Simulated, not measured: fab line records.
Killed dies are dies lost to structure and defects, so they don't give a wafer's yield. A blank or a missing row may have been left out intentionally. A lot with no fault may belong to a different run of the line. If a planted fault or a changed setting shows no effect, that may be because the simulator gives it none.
Which tool is to blame? || flow berkeleyCmos170 || Sampling: 14 lots, 42 wafers, 4 of 331 route steps

## WHAT THE GAUGES READ, wafer by wafer
UCB170_FIELD_THK_MEAS_90.
{"lot": "L630", "measured": "day 6 00:17", "on": "filmMetro-03", "FIELD_OXIDE_LEFT_1_THK (nm)": "449 441 448"}
{"lot": "L631", "measured": "day 6 00:13", "on": "filmMetro-03", "FIELD_OXIDE_LEFT_1_THK (nm)": "445 446 445"}
{"lot": "L634", "measured": "day 7 03:41", "on": "filmMetro-02", "FIELD_OXIDE_LEFT_1_THK (nm)": "455 452 452"}
{"lot": "L635", "measured": "day 7 11:35", "on": "filmMetro-03", "FIELD_OXIDE_LEFT_1_THK (nm)": "431 430 431"}
{"lot": "L636", "measured": "day 7 11:35", "on": "filmMetro-01", "FIELD_OXIDE_LEFT_1_THK (nm)": "421 421 424"}
{"lot": "L637", "measured": "day 7 21:07", "on": "filmMetro-01", "FIELD_OXIDE_LEFT_1_THK (nm)": "445 452 449"}
{"lot": "L638", "measured": "day 7 21:09", "on": "filmMetro-03", "FIELD_OXIDE_LEFT_1_THK (nm)": "448 446 446"}
{"lot": "L640", "measured": "day 8 11:29", "on": "filmMetro-01", "FIELD_OXIDE_LEFT_1_THK (nm)": "464 456 458"}
{"lot": "L642", "measured": "day 9 08:13", "on": "filmMetro-01", "FIELD_OXIDE_LEFT_1_THK (nm)": "440 440 436"}
{"lot": "L646", "measured": "day 10 04:54", "on": "filmMetro-02", "FIELD_OXIDE_LEFT_1_THK (nm)": "436 429 432"}
{"lot": "L647", "measured": "day 10 09:42", "on": "filmMetro-01", "FIELD_OXIDE_LEFT_1_THK (nm)": "457 450 457"}
{"lot": "L650", "measured": "day 10 19:54", "on": "filmMetro-02", "FIELD_OXIDE_LEFT_1_THK (nm)": "448 444 452"}
{"lot": "L649", "measured": "day 10 09:41", "on": "filmMetro-03", "FIELD_OXIDE_LEFT_1_THK (nm)": "449 463 457"}
{"lot": "L651", "measured": "day 10 09:42", "on": "filmMetro-02", "FIELD_OXIDE_LEFT_1_THK (nm)": "436 453 434"}

UCB170_PLDD_OVL_MEAS_07.
{"lot": "L630", "measured": "day 7 21:38", "on": "overlay-01", "PLDD_OVL (nm)": "-9 -4 -4"}
{"lot": "L631", "measured": "day 7 21:55", "on": "overlay-02", "PLDD_OVL (nm)": "4 -2 0"}
{"lot": "L634", "measured": "day 9 01:53", "on": "overlay-02", "PLDD_OVL (nm)": "3 4 3"}
{"lot": "L635", "measured": "day 9 09:46", "on": "overlay-02", "PLDD_OVL (nm)": "5 -1 11"}
{"lot": "L636", "measured": "day 9 08:55", "on": "overlay-01", "PLDD_OVL (nm)": "-5 1 0"}
{"lot": "L637", "measured": "day 9 19:46", "on": "overlay-01", "PLDD_OVL (nm)": "-7 -5 -5"}
{"lot": "L638", "measured": "day 9 20:04", "on": "overlay-02", "PLDD_OVL (nm)": "-7 -12 6"}
{"lot": "L640", "measured": "day 10 07:17", "on": "overlay-01", "PLDD_OVL (nm)": "-3 -4 -4"}
{"lot": "L642", "measured": "day 11 01:38", "on": "overlay-02", "PLDD_OVL (nm)": "1 4 6"}
{"lot": "L646", "measured": "day 11 18:08", "on": "overlay-02", "PLDD_OVL (nm)": "3 6 -8"}
{"lot": "L647", "measured": "day 12 06:26", "on": "overlay-02", "PLDD_OVL (nm)": "1 0 -2"}
{"lot": "L650", "measured": "day 12 14:53", "on": "overlay-01", "PLDD_OVL (nm)": "8 -5 -2"}
{"lot": "L649", "measured": "day 12 05:56", "on": "overlay-01", "PLDD_OVL (nm)": "-1 -5 -3"}
{"lot": "L651", "measured": "day 12 06:29", "on": "overlay-01", "PLDD_OVL (nm)": "-9 -2 2"}

## EACH LOT AND THE TOOL THAT RAN IT (in order: tool; ch and the chambers of the sampled wafers; start)
{"lot": "L630", "UCB170_ZERO_SOFTBAKE_02": "lithoTrack-04 ch 0, day 2 07:52", "UCB170_NVT_STRIP_08": "plasmaAsher-03 ch 0,1, day 7 01:28"}
{"lot": "L631", "UCB170_ZERO_SOFTBAKE_02": "lithoTrack-03 ch 0, day 2 07:59", "UCB170_NVT_STRIP_08": "plasmaAsher-02 ch 0,1, day 7 01:44"}
{"lot": "L634", "UCB170_ZERO_SOFTBAKE_02": "lithoTrack-03 ch 0, day 3 00:41", "UCB170_NVT_STRIP_08": "plasmaAsher-02 ch 0,1, day 8 02:38"}
{"lot": "L635", "UCB170_ZERO_SOFTBAKE_02": "lithoTrack-03 ch 0, day 3 04:53", "UCB170_NVT_STRIP_08": "plasmaAsher-03 ch 0,1, day 8 11:47"}
{"lot": "L636", "UCB170_ZERO_SOFTBAKE_02": "lithoTrack-03 ch 0, day 3 11:24", "UCB170_NVT_STRIP_08": "plasmaAsher-04 ch 0,1, day 8 11:31"}
{"lot": "L637", "UCB170_ZERO_SOFTBAKE_02": "lithoTrack-01 ch 0, day 3 19:19", "UCB170_NVT_STRIP_08": "plasmaAsher-03 ch 0,1, day 9 01:29"}
{"lot": "L638", "UCB170_ZERO_SOFTBAKE_02": "lithoTrack-04 ch 0, day 3 23:25", "UCB170_NVT_STRIP_08": "plasmaAsher-02 ch 0,1, day 9 01:34"}
{"lot": "L640", "UCB170_ZERO_SOFTBAKE_02": "lithoTrack-01 ch 0, day 4 05:25", "UCB170_NVT_STRIP_08": "plasmaAsher-04 ch 0,1, day 9 11:52"}
{"lot": "L642", "UCB170_ZERO_SOFTBAKE_02": "lithoTrack-03 ch 0, day 4 19:22", "UCB170_NVT_STRIP_08": "plasmaAsher-02 ch 1, day 10 04:55"}
{"lot": "L646", "UCB170_ZERO_SOFTBAKE_02": "lithoTrack-01 ch 0, day 5 15:13", "UCB170_NVT_STRIP_08": "plasmaAsher-04 ch 0,1, day 11 01:13"}
{"lot": "L647", "UCB170_ZERO_SOFTBAKE_02": "lithoTrack-03 ch 0, day 6 04:37", "UCB170_NVT_STRIP_08": "plasmaAsher-03 ch 0,1, day 11 08:05"}
{"lot": "L650", "UCB170_ZERO_SOFTBAKE_02": "lithoTrack-04 ch 0, day 6 14:04", "UCB170_NVT_STRIP_08": "plasmaAsher-02 ch 0,1, day 11 14:49"}
{"lot": "L649", "UCB170_ZERO_SOFTBAKE_02": "lithoTrack-03 ch 0, day 6 14:17", "UCB170_NVT_STRIP_08": "plasmaAsher-03 ch 0,1, day 11 07:50"}
{"lot": "L651", "UCB170_ZERO_SOFTBAKE_02": "lithoTrack-04 ch 0, day 6 14:27", "UCB170_NVT_STRIP_08": "plasmaAsher-04 ch 0,1, day 11 07:58"}
- UCB170_ZERO_SOFTBAKE_02: time 60 s.
- UCB170_NVT_STRIP_08: strips in O2.

## AS READ BY THE TOOLS THEMSELVES (means over the sampled wafers that have a number; for cases with no such wafer, the mark the record gives instead)
UCB170_ZERO_SOFTBAKE_02.
{"lot": "L630", "tool": "lithoTrack-04", "exhaustPa (Pa)": 45.4, "runLengthS (s)": 89.22}
{"lot": "L631", "tool": "lithoTrack-03", "exhaustPa (Pa)": 44.6, "runLengthS (s)": 89.15}
{"lot": "L634", "tool": "lithoTrack-03", "exhaustPa (Pa)": 45.4, "runLengthS (s)": 89.10}
{"lot": "L635", "tool": "lithoTrack-03", "exhaustPa (Pa)": 44.7, "runLengthS (s)": 89.22}
{"lot": "L636", "tool": "lithoTrack-03", "exhaustPa (Pa)": 45.1, "runLengthS (s)": 89.15}
{"lot": "L637", "tool": "lithoTrack-01", "exhaustPa (Pa)": 45.0, "runLengthS (s)": 88.83}
{"lot": "L638", "tool": "lithoTrack-04", "exhaustPa (Pa)": 45.7, "runLengthS (s)": 89.11}
{"lot": "L640", "tool": "lithoTrack-01", "exhaustPa (Pa)": 45.8, "runLengthS (s)": 88.89}
{"lot": "L642", "tool": "lithoTrack-03", "exhaustPa (Pa)": 45.8, "runLengthS (s)": 89.09}
{"lot": "L646", "tool": "lithoTrack-01", "exhaustPa (Pa)": 43.8, "runLengthS (s)": 88.95}
{"lot": "L647", "tool": "lithoTrack-03", "exhaustPa (Pa)": 45.2, "runLengthS (s)": 104.00}
{"lot": "L650", "tool": "lithoTrack-04", "exhaustPa (Pa)": 44.8, "runLengthS (s)": 89.24}
{"lot": "L649", "tool": "lithoTrack-03", "exhaustPa (Pa)": 44.1, "runLengthS (s)": 104.10}
{"lot": "L651", "tool": "lithoTrack-04", "exhaustPa (Pa)": 43.9, "runLengthS (s)": 89.07}

UCB170_NVT_STRIP_08.
{"lot": "L630", "tool": "plasmaAsher-03", "drypumpMotorCurrentA (A)": 5.6, "oesProductAu (a.u.)": 0.731, "stripTimeToEndpointS (s)": 21.57}
{"lot": "L631", "tool": "plasmaAsher-02", "drypumpMotorCurrentA (A)": 5.2, "oesProductAu (a.u.)": 0.736, "stripTimeToEndpointS (s)": 21.74}
{"lot": "L634", "tool": "plasmaAsher-02", "drypumpMotorCurrentA (A)": 5.6, "oesProductAu (a.u.)": 0.730, "stripTimeToEndpointS (s)": 21.60}
{"lot": "L635", "tool": "plasmaAsher-03", "drypumpMotorCurrentA (A)": 5.6, "oesProductAu (a.u.)": 0.732, "stripTimeToEndpointS (s)": 21.81}
{"lot": "L636", "tool": "plasmaAsher-04", "drypumpMotorCurrentA (A)": 5.8, "oesProductAu (a.u.)": 0.739, "stripTimeToEndpointS (s)": 21.59}
{"lot": "L637", "tool": "plasmaAsher-03", "drypumpMotorCurrentA (A)": 5.3, "oesProductAu (a.u.)": 0.733, "stripTimeToEndpointS (s)": 21.58}
{"lot": "L638", "tool": "plasmaAsher-02", "drypumpMotorCurrentA (A)": 5.5, "oesProductAu (a.u.)": 0.735, "stripTimeToEndpointS (s)": 21.63}
{"lot": "L640", "tool": "plasmaAsher-04", "drypumpMotorCurrentA (A)": 5.6, "oesProductAu (a.u.)": 0.735, "stripTimeToEndpointS (s)": 21.55}
{"lot": "L642", "tool": "plasmaAsher-02", "drypumpMotorCurrentA (A)": 5.9, "oesProductAu (a.u.)": 0.734, "stripTimeToEndpointS (s)": 21.70}
{"lot": "L646", "tool": "plasmaAsher-04", "drypumpMotorCurrentA (A)": 5.6, "oesProductAu (a.u.)": 0.735, "stripTimeToEndpointS (s)": 21.71}
{"lot": "L647", "tool": "plasmaAsher-03", "drypumpMotorCurrentA (A)": 5.3, "oesProductAu (a.u.)": 0.732, "stripTimeToEndpointS (s)": 21.59}
{"lot": "L650", "tool": "plasmaAsher-02", "drypumpMotorCurrentA (A)": 5.2, "oesProductAu (a.u.)": 0.735, "stripTimeToEndpointS (s)": 21.63}
{"lot": "L649", "tool": "plasmaAsher-03", "drypumpMotorCurrentA (A)": 5.5, "oesProductAu (a.u.)": 0.734, "stripTimeToEndpointS (s)": 21.62}
{"lot": "L651", "tool": "plasmaAsher-04", "drypumpMotorCurrentA (A)": 5.6, "oesProductAu (a.u.)": 0.739, "stripTimeToEndpointS (s)": 21.74}

## THE ANSWER, worked out from the rows above alone
Rule: the usual values come from the lots themselves. Put in order of their means at a reading, lots are off if they are a third of the lots or fewer, leave a main group of 4 or more, and stand apart from it by a gap of 3 or more times the standard deviation of the main group's means; of several such gaps the widest counts. The tables above print the reading to a certain number of digits; a main group whose means all agree to those digits is not used. A lot without any number at a reading at which 4 lots or more have one is off too. All remaining lots with rows at the step are treated as sound. First the gauges in route order, then the tools' own readings, where a lot's mean is used as printed above. The first step at which some lot is off is used, and at that step the reading that is off furthest; a lot without a number counts as furthest.
Off: L647, L649, at UCB170_ZERO_SOFTBAKE_02 (runLengthS). Mean 89.08 s and standard deviation 0.13 in the main group.
A tool fits if, at that step or a process step before it, it ran every lot that is off, and no sound lot after the first of them. One fits: UCB170_ZERO_SOFTBAKE_02 on lithoTrack-03. A fault onset in the window from L642 (day 4 19:22, its last sound lot) to L647 (day 6 04:37, its first lot off) fits.
The tool's own readings at UCB170_ZERO_SOFTBAKE_02 bear it out: on the lots that are off they differ by more than 5 times the standard deviation of the sound lots' means. runLengthS reads 104.05 s there against 89.08 s on the sound lots.

## WHAT WAS PUT IN BY THE SIMULATOR
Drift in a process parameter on lithoTrack-03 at UCB170_ZERO_SOFTBAKE_02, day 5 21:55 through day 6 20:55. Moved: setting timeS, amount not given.
Struck lots among those shown: L649, L647. The rule given above showed the same thing.
